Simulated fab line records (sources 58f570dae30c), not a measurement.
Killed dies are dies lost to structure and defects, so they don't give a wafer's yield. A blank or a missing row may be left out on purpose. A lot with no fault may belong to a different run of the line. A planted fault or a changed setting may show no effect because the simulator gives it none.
2 desks, one fault -- flow berkeley cmos170 -- what lay behind the numbers comes last; until then each desk has only its own

FOR THE TOOL OWNER'S DESK: litho track-01
At UCB170_M3_SOFTBAKE_06 (time 60 s), the tool's own readings, given per lot that ran on this tool as the mean of the sampled wafers with a number. Marked OUT: a lot whose mean sits more than 4 standard deviations from the usual mean, which makes it out of limits; the brackets give that distance.
Columns: A = chill plate temp C at UCB170_M3_SOFTBAKE_06, usual 22.98 C; B = exhaust pa at UCB170_M3_SOFTBAKE_06, usual 45.2 Pa; C = heater power total W at UCB170_M3_SOFTBAKE_06, usual 56.80 W; D = plate temp C at UCB170_M3_SOFTBAKE_06, usual 130.01 C
lot,first seen here,A,B,C,D
L168,day 8 14:47,22.90,45.6,56.79,130.03
L173,day 9 18:48,22.96,45.4,55.93 (-19) OUT,128.50 (-12) OUT
L175,day 9 22:36,23.05,44.8,55.94 (-18) OUT,128.36 (-13) OUT
L177,day 10 09:48,22.98,45.7,55.91 (-19) OUT,128.49 (-12) OUT
Finding of this desk: L173, L175, L177 out of limits; the first was L173 at day 9 18:48, on heater power total W at UCB170_M3_SOFTBAKE_06. L168: within limits.

FROM THE METROLOGY DESK
Means of the sampled wafers that have a number, per lot and without regard to the tool the lot ran on: this is what the gauges read. Marked OUT: a lot whose mean sits more than 4 standard deviations from the usual mean, which makes it out of limits; the brackets give that distance.
Columns: A = M1_OVL at UCB170_M1_OVL_MEAS_10, usual 4 nm; B = M2_OVL at UCB170_M2_OVL_MEAS_16, usual -4 nm; C = M3_BOW at UCB170_M3_BOW_MEAS_20, usual 37 um
lot,first seen here,A,B,C
L164,day 7 08:10,9,-2,35
L165,day 7 09:32,6,-5,36
L167,day 7 13:17,6,2,37
L168,day 7 22:40,2,8,31
L171,day 8 08:55,5,-2,41
L173,day 9 05:57,3,-0,36
L174,day 9 07:47,-1,-1,37
L175,day 9 08:45,5,-7,33
L177,day 9 18:27,7,-3,32
L180,day 10 03:59,4,-2,36
L181,day 10 17:41,2,-6,41
L179,day 10 23:14,8,-6,38
L182,day 11 02:15,7,-6,40
L183,day 11 02:19,-3,-10,37
L185,day 11 03:31,9,-6,37
This desk's verdict: no lot among the 15 shows anything out of limits.

ALL TOGETHER
On L173, L175, L177, at day 9 18:48, an alarm was possible from the tool owner's desk.
At the metrology desk, nothing out of limits was observed.
The metrology desk holds a record of L173, L175, L177, inside its limits.
UCB170_M3_SOFTBAKE_06 was run on litho track-01 by each of the lots named.

WHAT THE SIMULATOR HAD INSERTED
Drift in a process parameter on litho track-01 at UCB170_M3_SOFTBAKE_06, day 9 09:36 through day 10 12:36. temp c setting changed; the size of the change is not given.
Shown lots that were struck: L173, L175, L177.
Hours from the fault's start to each desk's first reading out of limits: the tool owner's desk, 9.
